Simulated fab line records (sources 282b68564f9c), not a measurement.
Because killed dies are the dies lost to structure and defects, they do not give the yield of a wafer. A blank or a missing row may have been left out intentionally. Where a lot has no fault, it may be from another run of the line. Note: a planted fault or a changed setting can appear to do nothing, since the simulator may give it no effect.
One fault seen from 2 desks / flow rit-cmos / each desk has only its own numbers; what lay behind them comes last

DESK OF THE TOOL OWNER: pvd-sputter-02
The tool's own readings at RIT_M1_SPUTTER_00 (material Al, target thk 400 nm, time 500 s): means of the sampled wafers that have a number, for each lot that ran on this tool. The brackets show how far a lot's mean lies from the usual mean; more than 4 standard deviations puts the lot out of limits, marked OUT.
Columns: A = throttle-valve-pct at RIT_M1_SPUTTER_00, usual 29.8 %
lot=L819; first seen here=day 3 10:52; A=30.1
lot=L823; first seen here=day 4 09:36; A=30.1
lot=L825; first seen here=day 4 16:41; A=30.0
lot=L827; first seen here=day 5 02:19; A=30.1
lot=L829; first seen here=day 5 15:32; A=29.7
lot=L833; first seen here=day 6 08:31; A=30.1
lot=L835; first seen here=day 6 16:40; A=29.6
lot=L837; first seen here=day 7 06:01; A=29.2
This desk's finding: nothing out of limits on any of the 8 lots.

AT THE METROLOGY DESK
What the gauges read for every lot (on any tool): the sampled wafers with a number, averaged. The brackets show how far a lot's mean lies from the usual mean; more than 4 standard deviations puts the lot out of limits, marked OUT.
Columns: A = M1_AL_RS at RIT_M1_RS_MEAS_01, usual 0.0734 ohm/sq; B = M1_AL_THK at RIT_M1_THK_MEAS_02, usual 396 nm
lot=L818; first seen here=day 3 08:55; A=0.0721; B=399
lot=L819; first seen here=day 3 11:10; A=0.0739; B=390
lot=L820; first seen here=day 3 20:19; A=0.0726; B=400
lot=L823; first seen here=day 4 09:53; A=0.0736; B=393
lot=L824; first seen here=day 4 12:58; A=0.0737; B=397
lot=L825; first seen here=day 4 17:00; A=0.0735; B=394
lot=L827; first seen here=day 5 02:39; A=0.0734; B=397
lot=L828; first seen here=day 5 06:53; A=0.0717; B=407
lot=L829; first seen here=day 5 15:52; A=0.0744; B=394
lot=L833; first seen here=day 6 08:49; A=0.0740; B=393
lot=L835; first seen here=day 6 17:00; A=0.0671 (-5.7) OUT; B=430 (+5.4) OUT
lot=L837; first seen here=day 7 06:18; A=0.0676 (-5.2) OUT; B=428 (+5.1) OUT
lot=L838; first seen here=day 7 08:35; A=0.0719; B=405
lot=L840; first seen here=day 7 20:10; A=0.0740; B=393
Per this desk, out of limits: L835, L837; the first was L835, day 6 17:00 (M1_AL_RS at RIT_M1_RS_MEAS_01). L818, L819, L820, L823, L824, L825, L827, L828, L829, L833, L838, L840: within limits.

BROUGHT TOGETHER
An alarm was possible from the metrology desk at day 6 17:00, on L835, L837.
Nothing out of limits was seen by the tool owner's desk.
On record at the tool owner's desk: L835, L837, within its limits.
The lots listed all ran RIT_M1_SPUTTER_00 on pvd-sputter-02.

WHAT THE SIMULATOR HAD INSERTED
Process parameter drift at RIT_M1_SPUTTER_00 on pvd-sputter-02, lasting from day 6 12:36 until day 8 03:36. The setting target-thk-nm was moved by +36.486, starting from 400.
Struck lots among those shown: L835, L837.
Per desk, hours elapsed from the start of the fault to the first reading out of limits: for the metrology desk, 4.
